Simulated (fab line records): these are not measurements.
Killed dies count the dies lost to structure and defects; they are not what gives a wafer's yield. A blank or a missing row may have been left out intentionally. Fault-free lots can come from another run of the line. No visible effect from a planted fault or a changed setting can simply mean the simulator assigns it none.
Which of the tools did it? :: flow rit_cmos :: 10 lots, 30 wafers sampled, at 6 steps of a route of 202

WHAT THE GAUGES READ, wafer by wafer
RIT_GATE_CD_MEAS_16: the cd target is 150 nm.
lot: L512
measured: day 2 14:43
on: cd_sem-02
cd_nm (nm): 147.1 149.2 146.8

lot: L513
measured: day 2 16:55
on: cd_sem-01
cd_nm (nm): 150.6 151.3 147.2

lot: L514
measured: day 2 22:49
on: cd_sem-02
cd_nm (nm): 151.0 148.6 150.2

lot: L515
measured: day 3 05:29
on: cd_sem-01
cd_nm (nm): 146.0 149.7 148.7

lot: L516
measured: day 3 08:55
on: cd_sem-02
cd_nm (nm): 149.0 146.2 148.8

lot: L517
measured: day 3 15:31
on: cd_sem-01
cd_nm (nm): 148.1 151.0 149.7

lot: L521
measured: day 4 09:53
on: cd_sem-02
cd_nm (nm): 153.5 151.1 153.2

lot: L522
measured: day 4 16:58
on: cd_sem-01
cd_nm (nm): 148.5 145.9 147.4

lot: L523
measured: day 4 19:42
on: cd_sem-01
cd_nm (nm): 151.2 150.2 151.9

lot: L524
measured: day 5 01:08
on: cd_sem-02
cd_nm (nm): 149.0 150.0 147.5

RIT_GATE_CD_MEAS_90: the cd target is 150 nm.
lot: L512
measured: day 2 15:26
on: cd_sem-02
cd_nm (nm): 147.2 148.8 146.8

lot: L513
measured: day 2 17:30
on: cd_sem-01
cd_nm (nm): 151.3 151.0 147.6

lot: L514
measured: day 2 23:24
on: cd_sem-02
cd_nm (nm): 151.0 148.8 149.5

lot: L515
measured: day 3 06:04
on: cd_sem-02
cd_nm (nm): 146.0 149.9 149.1

lot: L516
measured: day 3 09:33
on: cd_sem-02
cd_nm (nm): 148.7 145.9 148.9

lot: L517
measured: day 3 16:05
on: cd_sem-02
cd_nm (nm): 148.0 150.6 150.2

lot: L521
measured: day 4 10:29
on: cd_sem-01
cd_nm (nm): 153.5 151.0 153.7

lot: L522
measured: day 4 17:34
on: cd_sem-01
cd_nm (nm): 148.3 145.8 147.5

lot: L523
measured: day 4 20:17
on: cd_sem-02
cd_nm (nm): 150.5 150.3 151.6

lot: L524
measured: day 5 01:43
on: cd_sem-02
cd_nm (nm): 149.0 149.6 147.5

RIT_NLDD_TW_MEAS_10.
lot: L512
measured: day 2 19:52
on: film_metro-02
NLDD_TW: 2492 2490 2503

lot: L513
measured: day 2 23:11
on: film_metro-03
NLDD_TW: 2495 2516 2495

lot: L514
measured: day 3 03:56
on: film_metro-02
NLDD_TW: 2500 2508 2505

lot: L515
measured: day 3 10:40
on: film_metro-02
NLDD_TW: 2515 2504 2523

lot: L516
measured: day 3 13:59
on: film_metro-02
NLDD_TW: 2496 2502 2507

lot: L517
measured: day 3 20:40
on: film_metro-02
NLDD_TW: 2509 2495 2499

lot: L521
measured: day 4 14:55
on: film_metro-01
NLDD_TW: 2467 2474 2467

lot: L522
measured: day 4 22:19
on: film_metro-02
NLDD_TW: 2507 2509 2506

lot: L523
measured: day 5 00:45
on: film_metro-03
NLDD_TW: 2489 2488 2490

lot: L524
measured: day 5 06:35
on: film_metro-03
NLDD_TW: 2480 2486 2488

RIT_PLDD_TW_MEAS_10.
lot: L512
measured: day 2 21:25
on: film_metro-01
PLDD_TW: 2329 2333 2329

lot: L513
measured: day 3 00:43
on: film_metro-03
PLDD_TW: 2373 2365 2364

lot: L514
measured: day 3 05:29
on: film_metro-01
PLDD_TW: 2343 2343 2347

lot: L515
measured: day 3 12:24
on: film_metro-01
PLDD_TW: 2346 2350 2338

lot: L516
measured: day 3 15:32
on: film_metro-01
PLDD_TW: 2350 2331 2353

lot: L517
measured: day 3 22:05
on: film_metro-03
PLDD_TW: 2367 2352 2358

lot: L521
measured: day 4 16:28
on: film_metro-03
PLDD_TW: 2990 2997 2993

lot: L522
measured: day 5 00:07
on: film_metro-02
PLDD_TW: 3003 3009 3021

lot: L523
measured: day 5 02:17
on: film_metro-01
PLDD_TW: 2928 2940 2929

lot: L524
measured: day 5 08:01
on: film_metro-02
PLDD_TW: 2999 3013 3011

RIT_SDANNEAL_RS_MEAS_06: uses a four-point probe to measure.
lot: L512
measured: day 3 04:08
on: film_metro-01
PLDD_RS (ohm/sq): 177.9 178.5 178.4

lot: L513
measured: day 3 06:57
on: film_metro-01
PLDD_RS (ohm/sq): 178.7 178.8 178.8

lot: L514
measured: day 3 12:35
on: film_metro-02
PLDD_RS (ohm/sq): 178.9 178.4 178.9

lot: L515
measured: day 3 18:38
on: film_metro-03
PLDD_RS (ohm/sq): 178.8 178.8 179.0

lot: L516
measured: day 3 21:55
on: film_metro-02
PLDD_RS (ohm/sq): 179.2 178.9 179.1

lot: L517
measured: day 4 05:09
on: film_metro-02
PLDD_RS (ohm/sq): 178.7 179.1 178.9

lot: L521
measured: day 4 22:45
on: film_metro-01
PLDD_RS (ohm/sq): 68.6 68.7 68.6

lot: L522
measured: day 5 07:27
on: film_metro-03
PLDD_RS (ohm/sq): 68.7 68.7 68.6

lot: L523
measured: day 5 09:58
on: film_metro-02
PLDD_RS (ohm/sq): 69.1 68.8 68.8

lot: L524
measured: day 5 15:06
on: film_metro-01
PLDD_RS (ohm/sq): 68.7 68.7 68.8

WHAT TOOL EACH LOT RAN ON (gives the tool, then ch and the chambers of the sampled wafers, and finally the start)
lot: L512
RIT_PLDD_IMPLANT_08: implanter-04 ch 0, day 2 21:08

lot: L513
RIT_PLDD_IMPLANT_08: implanter-01 ch 0, day 3 00:25

lot: L514
RIT_PLDD_IMPLANT_08: implanter-02 ch 0, day 3 05:10

lot: L515
RIT_PLDD_IMPLANT_08: implanter-04 ch 0, day 3 12:07

lot: L516
RIT_PLDD_IMPLANT_08: implanter-04 ch 0, day 3 15:15

lot: L517
RIT_PLDD_IMPLANT_08: implanter-02 ch 0, day 3 21:47

lot: L521
RIT_PLDD_IMPLANT_08: implanter-04 ch 0, day 4 16:10

lot: L522
RIT_PLDD_IMPLANT_08: implanter-04 ch 0, day 4 23:47

lot: L523
RIT_PLDD_IMPLANT_08: implanter-04 ch 0, day 5 01:58

lot: L524
RIT_PLDD_IMPLANT_08: implanter-02 ch 0, day 5 07:42
- RIT_PLDD_IMPLANT_08

AS READ BY THE TOOLS THEMSELVES (means over the sampled wafers that have a number; for cases with no such wafer, the mark the record gives instead)
The record holds no such reading with a usual standard deviation.

THE ANSWER, worked out from the rows above alone
Rule: the lots themselves supply what counts as usual. Put in order of their means at a reading, lots are off if they are a third of the lots or fewer, leave a main group of 4 or more, and stand apart from it by a gap of 3 or more times the standard deviation of the main group's means; of several such gaps the widest counts. Not used: any main group whose means are identical at the precision the tables above print for the reading. Also off: a lot with no number at a reading for which 4 or more lots have one. The other lots that the step has rows for count as sound. The gauges are gone through in route order, then the tools' own readings, and for those a lot's mean is taken as printed above. The first step at which some lot is off is used, and at that step the reading that is off furthest; a lot without a number counts as furthest.
No lot is off on any of the readings shown, so nothing can be concluded from this.

WHAT THE SIMULATOR HAD PUT IN
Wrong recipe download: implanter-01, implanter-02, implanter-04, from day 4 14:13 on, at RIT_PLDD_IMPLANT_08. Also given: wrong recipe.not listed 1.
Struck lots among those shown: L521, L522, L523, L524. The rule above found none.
